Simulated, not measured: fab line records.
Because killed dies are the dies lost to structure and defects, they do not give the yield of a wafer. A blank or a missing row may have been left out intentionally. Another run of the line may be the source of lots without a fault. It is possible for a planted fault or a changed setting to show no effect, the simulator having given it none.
fab line records	flow ritCmos
record lots=5	wafers=23
route steps=202 shown PSD@144 SILICIDE@162 CONTACT@173 M1@190
startH: hours from the record's opening day to when the first of the lot's shown wafers began	waitH: time in hours since the lot's previous step	" repeats the value in the row above	L1.1+2: one row covering several wafers at once	- no value, or no start given	* or withheld: withheld	< > ~ a bound
route shown NAME@n: names a module that has steps shown in the file, with the first one's number in the route	usual: mean/standard deviation taken from wafers without a fault	same: alike in all rows	chamber/n: place in a boat	sites: the reading at each site	_std_site: how widely they spread, as a standard deviation	_edge_site: mean of outer sites minus mean of inner sites	radiusMm: how far each site lies from the wafer's centre	mask NAME#n: copy n	behind: the tool/chamber that last shaped the wafer	hold: why the lot went on hold/how many hours it stayed there/how the hold came to an end	device: names the non-switching transistor (n, p or np)	end of line: the route-end tests of the same wafers	where a step has no rows: the recipe by itself	killed: count of dies lost to structure and defects at first sort (not the wafer's yield)	map: the dies of a wafer, with x for killed, . for not killed, _ for no die there
set.NAME: the setting the step ran with; set.NAME@STEP: the setting that earlier step ran with	model.NAME: the simulator's own value behind a step, which no gauge read
lots whose settings were changed on purpose; a table a step, a row a wafer
## steps
# step RIT_PSD_SOFTBAKE_02
# recipe resist=NOVOLAK	tempC=90	timeS=60
lot.wafer	tool	chamber	startH	waitH	set.tempC
L075.1+4+6	lithoTrack-01	0	59.19	0.1	90
L077.1+3	lithoTrack-03	0	67.73	0.1	90
L077.2+4+6	"	0	"	"	93.51
L078.2+3+5	lithoTrack-04	0	71.28	0.1	93.52
L078.4+6	"	0	"	"	90
L080.1+4+6	lithoTrack-04	0	83.31	0.1	86.68
L080.2+3	"	0	"	"	90
L085.1+2+3	lithoTrack-01	0	106.04	0.1	88.88
L085.4+5	"	0	"	"	90
# step RIT_PSD_EXPOSE_03
# recipe maskId=M10	na=0.57	targetCdNm=40900	doseMj=250
# step RIT_PSD_PEB_04
# recipe resist=NOVOLAK	tempC=withheld	timeS=withheld
# step RIT_PSD_DEVELOP_05
# recipe resist=NOVOLAK	developTimeS=50	devTempC=23
lot.wafer	tool	chamber	startH	waitH	set.tempC@PSD_SOFTBAKE_02	model.NOVOLAK_of_PSD_COAT_01.thkNm
L075.1	lithoTrack-01	0	-	-	90	1011
L075.4	"	0	"	"	90	1016
L075.6	"	0	"	"	90	1012
L077.1	lithoTrack-03	0	-	-	90	1007
L077.2	"	0	"	"	93.51	996
L077.3	"	0	"	"	90	1005
L077.4	"	0	"	"	93.51	996.5
L077.6	"	0	"	"	93.51	996.1
L078.2	lithoTrack-04	0	-	-	93.52	1002
L078.3	"	0	"	"	93.52	999.3
L078.4	"	0	"	"	90	1012
L078.5	"	0	"	"	93.52	997.6
L078.6	"	0	"	"	90	1009
L080.1+6	lithoTrack-01	0	-	-	86.68	1014
L080.2	"	0	"	"	90	1006
L080.3	"	0	"	"	90	1005
L080.4	"	0	"	"	86.68	1013
L085.1	lithoTrack-01	0	-	-	88.88	1010
L085.2+3	"	0	"	"	88.88	1008
L085.4	"	0	"	"	90	1007
L085.5	"	0	"	"	90	1005
# step RIT_SILICIDE_SPUTTER_01
# recipe material=Ti	targetThkNm=30	powerW=350	chamberPressurePa=0.667	gas=Ar	timeS=240	substrateTempC=25
lot.wafer	tool	chamber	startH	waitH	set.timeS	model.Ti_of_SILICIDE_SPUTTER_01.thkNm
L075.1	pvdSputter-01	-	61.23	0.0	240	30.37
L075.4	"	-	"	"	240	29.27
L075.6	"	-	"	"	240	30.24
L077.1	pvdSputter-01	-	69.80	0.0	240	29.69
L077.2	"	-	"	"	240	29.99
L077.3	"	-	"	"	240	29.22
L077.4	"	-	"	"	240	29.92
L077.6	"	-	"	"	240	29.86
L078.2	pvdSputter-02	-	73.40	0.0	240	30.03
L078.3	"	-	"	"	240	29.54
L078.4	"	-	"	"	240	29.46
L078.5	"	-	"	"	240	30.35
L078.6	"	-	"	"	240	29.81
L080.1	pvdSputter-01	-	85.35	0.0	227.1	28.45
L080.2	"	-	"	"	240	29.82
L080.3	"	-	"	"	227.1	27.65
L080.4	"	-	"	"	240	29.83
L080.6	"	-	"	"	240	29.74
L085.1	pvdSputter-02	-	108.33	0.0	270.7	33.64
L085.2	"	-	"	"	240	29.75
L085.3	"	-	"	"	240	30.26
L085.4	"	-	"	"	240	30.97
L085.5	"	-	"	"	270.7	33.87
# step RIT_SILICIDE_RS_MEAS_02
# recipe thkMeasGauge=four-point-probe	reads=Ti_of_SILICIDE_SPUTTER_01
# usual SILICIDE_TI_RS=48.2/0.92
lot.wafer	tool	chamber	startH	waitH	set.timeS@SILICIDE_SPUTTER_01	SILICIDE_TI_RS[ohm/sq]
L075.1	filmMetro-04	-	61.38	0.1	240	47.2
L075.4	"	-	"	"	240	49.3
L075.6	"	-	"	"	240	47.2
L077.1	filmMetro-03	-	69.95	0.1	240	48.6
L077.2	"	-	"	"	240	47.9
L077.3	"	-	"	"	240	49.7
L077.4	"	-	"	"	240	48.0
L077.6	"	-	"	"	240	48.1
L078.2	filmMetro-03	-	73.57	0.1	240	47.8
L078.3	"	-	"	"	240	48.9
L078.4	"	-	"	"	240	49.1
L078.5	"	-	"	"	240	47.3
L078.6	"	-	"	"	240	48.3
L080.1	filmMetro-03	-	85.50	0.1	227.1	51.2
L080.2	"	-	"	"	240	48.4
L080.3	"	-	"	"	227.1	53.1
L080.4	"	-	"	"	240	48.4
L080.6	"	-	"	"	240	48.5
L085.1	filmMetro-04	-	108.48	0.1	270.7	41.4
L085.2	"	-	"	"	240	48.3
L085.3	"	-	"	"	240	47.2
L085.4	"	-	"	"	240	46.0
L085.5	"	-	"	"	270.7	41.0
# step RIT_SILICIDE_THK_MEAS_03
# recipe thkMeasGauge=xrf	reads=Ti_of_SILICIDE_SPUTTER_01
# usual SILICIDE_TI_THK=29.5/0.45
lot.wafer	tool	chamber	startH	waitH	set.timeS@SILICIDE_SPUTTER_01	SILICIDE_TI_THK[nm]
L075.1	filmMetro-04	-	61.50	0.1	240	29.9
L075.4	"	-	"	"	240	28.7
L075.6	"	-	"	"	240	29.7
L077.1	filmMetro-03	-	70.07	0.1	240	29.5
L077.2	"	-	"	"	240	29.7
L077.3	"	-	"	"	240	29.1
L077.4	"	-	"	"	240	29.8
L077.6	"	-	"	"	240	29.6
L078.2	filmMetro-03	-	73.68	0.1	240	29.8
L078.3	"	-	"	"	240	29.4
L078.4	"	-	"	"	240	29.3
L078.5	"	-	"	"	240	30.1
L078.6	"	-	"	"	240	29.6
L080.1	filmMetro-03	-	85.62	0.1	227.1	28.1
L080.2	"	-	"	"	240	29.8
L080.3	"	-	"	"	227.1	27.5
L080.4	"	-	"	"	240	29.6
L080.6	"	-	"	"	240	29.5
L085.1	filmMetro-04	-	108.60	0.1	270.7	33.3
L085.2	"	-	"	"	240	29.4
L085.3	"	-	"	"	240	29.9
L085.4	"	-	"	"	240	30.7
L085.5	"	-	"	"	270.7	33.6
# step RIT_CONTACT_EXPOSE_05
# recipe maskId=M11	na=0.6	sourceShape=conventional	sigmaOuter=0.5	targetCdNm=1000	doseMj=250
lot.wafer	tool	chamber	startH	waitH	mask	set.doseMj
L075.1+4+6	ilineStepper-01	0	62.42	0.2	M11#0	250
L077.1+2+6	ilineStepper-01	0	70.99	0.2	M11#0	250
L077.3+4	"	0	"	"	M11#0	238.3
L078.2+3+4+5+6	ilineStepper-01	0	74.48	0.1	M11#0	250
L080.1+2+3+4+6	ilineStepper-02	0	86.54	0.2	M11#0	250
L085.1+3+5	ilineStepper-01	0	109.40	0.1	M11#0	250
L085.2+4	"	0	"	"	M11#0	236
# step RIT_CONTACT_PEB_06
# recipe resist=NOVOLAK	tempC=withheld	timeS=withheld
# step RIT_CONTACT_DEVELOP_07
# recipe resist=NOVOLAK	developTimeS=120	devTempC=23
# step RIT_CONTACT_CD_MEAS_08
# recipe targetCdNm=1000
# usual cdNm=1000.6/2.7
lot.wafer	tool	chamber	startH	waitH	set.doseMj@CONTACT_EXPOSE_05	cdNm
L075.1	cdSem-01	-	62.93	-	250	1006.1
L075.4	"	-	"	"	250	1004.8
L075.6	"	-	"	"	250	1005.9
L077.1	cdSem-02	-	71.51	-	250	1003.4
L077.2	"	-	"	"	250	1004.0
L077.3	"	-	"	"	238.3	991.8
L077.4	"	-	"	"	238.3	991.1
L077.6	"	-	"	"	250	1005.0
L078.2	cdSem-02	-	75.00	-	250	997.7
L078.3	"	-	"	"	250	997.7
L078.4	"	-	"	"	250	998.3
L078.5	"	-	"	"	250	998.0
L078.6	"	-	"	"	250	995.2
L080.1	cdSem-01	-	87.06	-	250	999.6
L080.2	"	-	"	"	250	999.8
L080.3	"	-	"	"	250	998.1
L080.4	"	-	"	"	250	998.8
L080.6	"	-	"	"	250	999.6
L085.1	cdSem-02	-	109.92	-	250	997.5
L085.2	"	-	"	"	236	979.6
L085.3	"	-	"	"	250	995.1
L085.4	"	-	"	"	236	979.5
L085.5	"	-	"	"	250	997.1
# step RIT_CONTACT_HARDBAKE_10
# recipe resist=NOVOLAK	tempC=140	timeS=60
# step RIT_CONTACT_ETCH_11
# recipe targetDepthA=4800	overEtchFrac=0.2	stopOn=TiSi2	chemistry=CHF3/CF4/Ar	target=SiO2	CHF3_flow_sccm=50	cf4FlowSccm=10	Ar_flow_sccm=100	O2_flow_sccm=5	pressureMtorr=100	rfW=200	timeS=320
lot.wafer	tool	chamber	startH	waitH	set.doseMj@CONTACT_EXPOSE_05	model.CONTACT.cdNm
L075.1	rieDiel-04	2	63.24	0.1	250	1007
L075.4	"	0	"	"	250	1006
L075.6	"	3	"	"	250	1005
L077.1+6	rieDiel-03	2,0	71.81	0.1	250	1004
L077.2	"	1	"	"	250	1003
L077.3	"	3	"	"	238.3	992
L077.4	"	0	"	"	238.3	991.2
L078.2	rieDiel-02	3	75.29	0.1	250	996.9
L078.3	"	2	"	"	250	997.4
L078.4	"	0	"	"	250	998
L078.5	"	1	"	"	250	997.5
L078.6	"	0	"	"	250	994.9
L080.1	rieDiel-04	2	87.36	0.1	250	999.6
L080.2	"	0	"	"	250	1001
L080.3	"	1	"	"	250	997.6
L080.4	"	3	"	"	250	999.1
L080.6	"	2	"	"	250	999.9
L085.1+5	rieDiel-02	0,1	110.22	0.1	250	997
L085.2	"	3	"	"	236	979.2
L085.3	"	1	"	"	250	995.2
L085.4	"	2	"	"	236	980.1
# step RIT_CONTACT_STRIP_12
# recipe chemistry=O2	timeS=180	resist=NOVOLAK	platenTempC=withheld	powerW=500	pressureMtorr=4000	o2FlowSccm=4000
# step RIT_CONTACT_CD_MEAS_90
# recipe targetCdNm=1000
# usual cdNm=1000.4/2.8
lot.wafer	tool	chamber	startH	waitH	set.doseMj@CONTACT_EXPOSE_05	cdNm
L075.1	cdSem-02	-	63.61	0.1	250	1007.0
L075.4	"	-	"	"	250	1005.5
L075.6	"	-	"	"	250	1005.1
L077.1	cdSem-02	-	72.18	0.1	250	1003.8
L077.2	"	-	"	"	250	1003.2
L077.3	"	-	"	"	238.3	992.0
L077.4	"	-	"	"	238.3	991.2
L077.6	"	-	"	"	250	1004.3
L078.2	cdSem-01	-	75.68	0.1	250	997.0
L078.3	"	-	"	"	250	997.0
L078.4	"	-	"	"	250	997.6
L078.5	"	-	"	"	250	997.7
L078.6	"	-	"	"	250	994.9
L080.1	cdSem-02	-	87.73	0.1	250	1000.0
L080.2	"	-	"	"	250	1001.0
L080.3	"	-	"	"	250	997.8
L080.4	"	-	"	"	250	999.5
L080.6	"	-	"	"	250	999.9
L085.1	cdSem-02	-	110.59	0.1	250	997.0
L085.2	"	-	"	"	236	979.4
L085.3	"	-	"	"	250	995.4
L085.4	"	-	"	"	236	980.4
L085.5	"	-	"	"	250	997.0
# step RIT_M1_EXPOSE_06
# recipe maskId=M12	na=0.6	sourceShape=conventional	sigmaOuter=0.5	targetCdNm=2600	doseMj=250
lot.wafer	tool	chamber	startH	waitH	mask	set.doseMj
L075.1+4+6	ilineStepper-02	0	65.00	0.1	M12#0	250
L077.1+3+6	ilineStepper-01	0	73.70	0.2	M12#0	268.7
L077.2+4	"	0	"	"	M12#0	250
L078.2+3	ilineStepper-02	0	77.21	0.2	M12#0	238.9
L078.4+5+6	"	0	"	"	M12#0	250
L080.1+2+4	ilineStepper-02	0	89.13	0.1	M12#0	257.1
L080.3+6	"	0	"	"	M12#0	250
L085.1+2+3+4+5	ilineStepper-01	0	112.37	0.2	M12#0	250
# step RIT_M1_PEB_07
# recipe resist=NOVOLAK	tempC=withheld	timeS=withheld
# step RIT_M1_DEVELOP_08
# recipe resist=NOVOLAK	developTimeS=68	devTempC=23
# step RIT_M1_CD_MEAS_09
# recipe targetCdNm=2600
# usual cdNm=2600.0/2.4
lot.wafer	tool	chamber	startH	waitH	set.doseMj@M1_EXPOSE_06	cdNm
L075.1	cdSem-02	-	65.43	-	250	2597.8
L075.4	"	-	"	"	250	2597.7
L075.6	"	-	"	"	250	2598.6
L077.1	cdSem-01	-	74.13	-	268.7	2576.9
L077.2	"	-	"	"	250	2596.6
L077.3	"	-	"	"	268.7	2578.3
L077.4	"	-	"	"	250	2597.5
L077.6	"	-	"	"	268.7	2579.3
L078.2	cdSem-01	-	77.64	-	238.9	2614.8
L078.3	"	-	"	"	238.9	2612.4
L078.4	"	-	"	"	250	2599.3
L078.5	"	-	"	"	250	2602.8
L078.6	"	-	"	"	250	2602.0
L080.1	cdSem-01	-	89.56	-	257.1	2589.0
L080.2	"	-	"	"	257.1	2591.4
L080.3	"	-	"	"	250	2599.7
L080.4	"	-	"	"	257.1	2591.3
L080.6	"	-	"	"	250	2601.3
L085.1	cdSem-01	-	112.89	-	250	2596.7
L085.2	"	-	"	"	250	2598.4
L085.3	"	-	"	"	250	2597.7
L085.4	"	-	"	"	250	2598.7
L085.5	"	-	"	"	250	2598.8
# step RIT_M1_METAL_ETCH_12
# recipe stopOn=SiO2	chemistry=Cl2/BCl3	target=Al	timeS=165	overEtchFrac=0.5	pressureMtorr=100	targetDepthA=6000	rfW=250	Cl2_flow_sccm=60	bcl3FlowSccm=50
lot.wafer	tool	chamber	startH	waitH	set.rfW	set.doseMj@M1_EXPOSE_06	model.NOVOLAK_of_M1_COAT_04.thkNm	model.M1.cdNm
L075.1	rieMetal-04	1	65.84	0.2	250	250	811.8	2599
L075.4	"	1	"	"	250	250	813.3	2599
L075.6	"	0	"	"	250	250	793.6	2594
L077.1	rieMetal-03	0	74.54	0.2	250	268.7	829.5	2579
L077.2	"	0	"	"	250	250	828.7	2597
L077.3	"	0	"	"	250	268.7	828	2580
L077.4	"	0	"	"	231.5	250	856.4	2602
L077.6	"	0	"	"	231.5	268.7	857.9	2582
L078.2	rieMetal-04	1	78.03	0.2	266.2	238.9	791	2612
L078.3	"	1	"	"	250	238.9	807.6	2613
L078.4	"	0	"	"	266.2	250	764.8	2591
L078.5	"	1	"	"	266.2	250	788.1	2599
L078.6	"	0	"	"	250	250	790.8	2597
L080.1	rieMetal-03	0	89.96	0.2	250	257.1	830	2590
L080.2	"	1	"	"	250	257.1	822.8	2596
L080.3	"	0	"	"	250	250	827.7	2601
L080.4	"	1	"	"	250	257.1	823.8	2595
L080.6	"	0	"	"	250	250	831.1	2603
L085.1	rieMetal-02	1	113.29	0.2	279.6	250	766.2	2589
L085.2	"	0	"	"	250	250	836.2	2598
L085.3	"	0	"	"	279.6	250	799.6	2592
L085.4	"	1	"	"	279.6	250	763.1	2590
L085.5	"	0	"	"	250	250	839	2598
# step RIT_M1_STRIP_13
# recipe chemistry=nmp	resist=NOVOLAK	tempC=80	timeS=600	dry=n2Spin
# step RIT_M1_STRIP_14
# recipe chemistry=O2	timeS=180	platenTempC=withheld	powerW=500	pressureMtorr=4000	o2FlowSccm=4000
# step RIT_M1_CD_MEAS_90
# recipe targetCdNm=2600
# usual cdNm=2600/3.9
lot.wafer	tool	chamber	startH	waitH	set.doseMj@M1_EXPOSE_06	cdNm
L075.1	cdSem-02	-	66.37	0.1	250	2599
L075.4	"	-	"	"	250	2599
L075.6	"	-	"	"	250	2593
L077.1	cdSem-01	-	75.21	0.1	268.7	2579
L077.2	"	-	"	"	250	2597
L077.3	"	-	"	"	268.7	2580
L077.4	"	-	"	"	250	2602
L077.6	"	-	"	"	268.7	2582
L078.2	cdSem-02	-	78.56	0.1	238.9	2612
L078.3	"	-	"	"	238.9	2613
L078.4	"	-	"	"	250	2591
L078.5	"	-	"	"	250	2599
L078.6	"	-	"	"	250	2597
L080.1	cdSem-02	-	90.48	0.1	257.1	2590
L080.2	"	-	"	"	257.1	2596
L080.3	"	-	"	"	250	2601
L080.4	"	-	"	"	257.1	2595
L080.6	"	-	"	"	250	2603
L085.1	cdSem-02	-	113.96	0.1	250	2589
L085.2	"	-	"	"	250	2598
L085.3	"	-	"	"	250	2592
L085.4	"	-	"	"	250	2591
L085.5	"	-	"	"	250	2598
## key
split step=RIT_PSD_SOFTBAKE_02	setting=tempC	stated=90	by=wafer
response step=RIT_PSD_DEVELOP_05	reading=model.NOVOLAK_of_PSD_COAT_01.thkNm	change=-2.47	per=1%	r=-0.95
split step=RIT_SILICIDE_SPUTTER_01	setting=timeS	stated=240	by=wafer
response step=RIT_SILICIDE_SPUTTER_01	reading=model.Ti_of_SILICIDE_SPUTTER_01.thkNm	change=+0.277	per=1%	r=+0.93
response step=RIT_SILICIDE_RS_MEAS_02	reading=SILICIDE_TI_RS	change=-0.5	per=1%	r=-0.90
response step=RIT_SILICIDE_THK_MEAS_03	reading=SILICIDE_TI_THK	change=+0.276	per=1%	r=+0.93
split step=RIT_CONTACT_EXPOSE_05	setting=doseMj	stated=250	by=wafer
response step=RIT_CONTACT_CD_MEAS_08	reading=cdNm	change=+2.9	per=1%	r=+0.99
response step=RIT_CONTACT_ETCH_11	reading=model.CONTACT.cdNm	change=+2.84	per=1%	r=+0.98
response step=RIT_CONTACT_CD_MEAS_90	reading=cdNm	change=+2.82	per=1%	r=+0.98
split step=RIT_M1_EXPOSE_06	setting=doseMj	stated=250	by=wafer
response step=RIT_M1_CD_MEAS_09	reading=cdNm	change=-2.67	per=1%	r=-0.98
response step=RIT_M1_METAL_ETCH_12	reading=model.M1.cdNm	change=-2.92	per=1%	r=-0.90
response step=RIT_M1_CD_MEAS_90	reading=cdNm	change=-2.91	per=1%	r=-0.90
split step=RIT_M1_METAL_ETCH_12	setting=rfW	stated=250	by=wafer
response step=RIT_M1_METAL_ETCH_12	reading=model.NOVOLAK_of_M1_COAT_04.thkNm	change=-4.44	per=1%	r=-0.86
